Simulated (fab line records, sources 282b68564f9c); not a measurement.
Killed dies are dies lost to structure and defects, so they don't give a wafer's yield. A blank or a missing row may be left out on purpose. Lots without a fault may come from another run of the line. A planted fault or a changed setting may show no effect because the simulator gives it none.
Split-lot experiment | flow rit_cmos | 5 lots, 23 wafers read, on a route of 202 steps

THE SPLIT
At RIT_NLDD_COAT_01 (resist thk 1000 nm), the setting resist_thk_nm was moved away from the recipe's 1000 nm on 8 of the 23 wafers read, by -3.6% to +4.5%. The other wafers ran this setting at the recipe's value.

FROM THE SPLIT TO THE READING: what the file shows between them, 3 steps
- RIT_NLDD_SOFTBAKE_02: time 60 s
- RIT_NLDD_EXPOSE_03: exposes mask M7, target cd 40700 nm
- RIT_NLDD_DEVELOP_05: develop time 50 s

THE READING
NOVOLAK_of_NLDD_COAT_01.thk_nm (the simulator's own value, which no gauge read), in nm, at RIT_NLDD_HARDBAKE_07 (time 60 s). The file gives no usual value for it. The 15 wafers here that ran the recipe average 882.4 nm, standard deviation 1.5 nm.

wafer  | tool, chamber at the split | resist_thk_nm as run, nm | against the recipe | NOVOLAK_of_NLDD_COAT_01.thk_nm, nm | against lot-mates on the recipe
L075.2 | litho_track-02, 0          | 1000                     | recipe             | 883.3                              | -
L075.3 | litho_track-02, 0          | 1000                     | recipe             | 882.6                              | -
L075.6 | litho_track-02, 0          | 1000                     | recipe             | 879.3                              | -
L076.1 | litho_track-02, 0          | 1000                     | recipe             | 881                                | -
L076.2 | litho_track-02, 0          | 1000                     | recipe             | 880.9                              | -
L076.3 | litho_track-02, 0          | 1000                     | recipe             | 880.1                              | -
L076.4 | litho_track-02, 0          | 1045                     | +4.5%              | 921.5                              | +40.8
L076.6 | litho_track-02, 0          | 1045                     | +4.5%              | 917.9                              | +37.2
L077.1 | litho_track-01, 0          | 1041                     | +4.1%              | 917.4                              | +34.1
L077.2 | litho_track-01, 0          | 1041                     | +4.1%              | 919.8                              | +36.5
L077.3 | litho_track-01, 0          | 1041                     | +4.1%              | 916.6                              | +33.4
L077.4 | litho_track-01, 0          | 1000                     | recipe             | 883.7                              | -
L077.6 | litho_track-01, 0          | 1000                     | recipe             | 882.8                              | -
L082.2 | litho_track-02, 0          | 963.8                    | -3.6%              | 851.8                              | -31.2
L082.3 | litho_track-02, 0          | 1000                     | recipe             | 882.7                              | -
L082.4 | litho_track-02, 0          | 1000                     | recipe             | 883.3                              | -
L082.5 | litho_track-02, 0          | 963.8                    | -3.6%              | 850.5                              | -32.5
L082.6 | litho_track-02, 0          | 963.8                    | -3.6%              | 849.9                              | -33.1
L083.1 | litho_track-01, 0          | 1000                     | recipe             | 883.5                              | -
L083.3 | litho_track-01, 0          | 1000                     | recipe             | 881.5                              | -
L083.4 | litho_track-01, 0          | 1000                     | recipe             | 881.9                              | -
L083.5 | litho_track-01, 0          | 1000                     | recipe             | 884.7                              | -
L083.6 | litho_track-01, 0          | 1000                     | recipe             | 884.6                              | -

THE FIT
A straight line over all 23 wafers: NOVOLAK_of_NLDD_COAT_01.thk_nm changes by +8.59 nm for each +1% of resist_thk_nm; r = +1.00; the points scatter about the line by 1.6 nm.
The same after taking each lot's own level away (the mean of its wafers on the recipe; 23 wafers): +8.68 nm for each +1%; r = +1.00; scatter 1.3 nm.
On that fit, the largest move of resist_thk_nm shifts the reading by 39 nm.
The lots' own levels span 880.67 to 883.25 nm, that is 1.7 times the standard deviation above.
So the lot-to-lot level changes the slope little: the two slopes agree.
Check: with one of the wafers moved furthest among these (+4.5%) left out of the fit, the line predicts +38.4 nm for it against its lot-mates. It came out at +40.8 nm against them.

OTHER SPLITS ON THESE WAFERS
These wafers also went through other splits before the reading. Each is held against what the fit with the lots' levels taken away leaves over:
other split on the same wafers    | wafers away from the commonest value | r with NOVOLAK_of_NLDD_COAT_01.thk_nm (lot level and that fit taken away)
RIT_ACTIVE_OXIDATION_01 ox_time_s | 18                                   | +0.08
RIT_FOX2_OXIDATION_00 temp_c      | 15                                   | -0.14
RIT_FOX2_CLEAN_02 time_s          | 15                                   | +0.18
RIT_NWELL_IMPLANT_08 energy_kev   | 7                                    | +0.22
RIT_PWELL_COAT_01 resist_thk_nm   | 8                                    | -0.25

THE WHOLE CHAIN: every reading that the file lists as answering this split, in the file's order
step                 | what it does       | reading                                                                         | change (the file's fit)              | r (the file's)
RIT_NLDD_COAT_01     | resist thk 1000 nm | NOVOLAK_of_NLDD_COAT_01.thk_nm (the simulator's own value, which no gauge read) | +9.9 nm for each +1% of the setting  | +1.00
RIT_NLDD_HARDBAKE_07 | time 60 s          | NOVOLAK_of_NLDD_COAT_01.thk_nm (the simulator's own value, which no gauge read) | +8.66 nm for each +1% of the setting | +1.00

THE FILE'S OWN FIT
NOVOLAK_of_NLDD_COAT_01.thk_nm changes by +8.66 nm for each +1% of resist_thk_nm, r = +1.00.
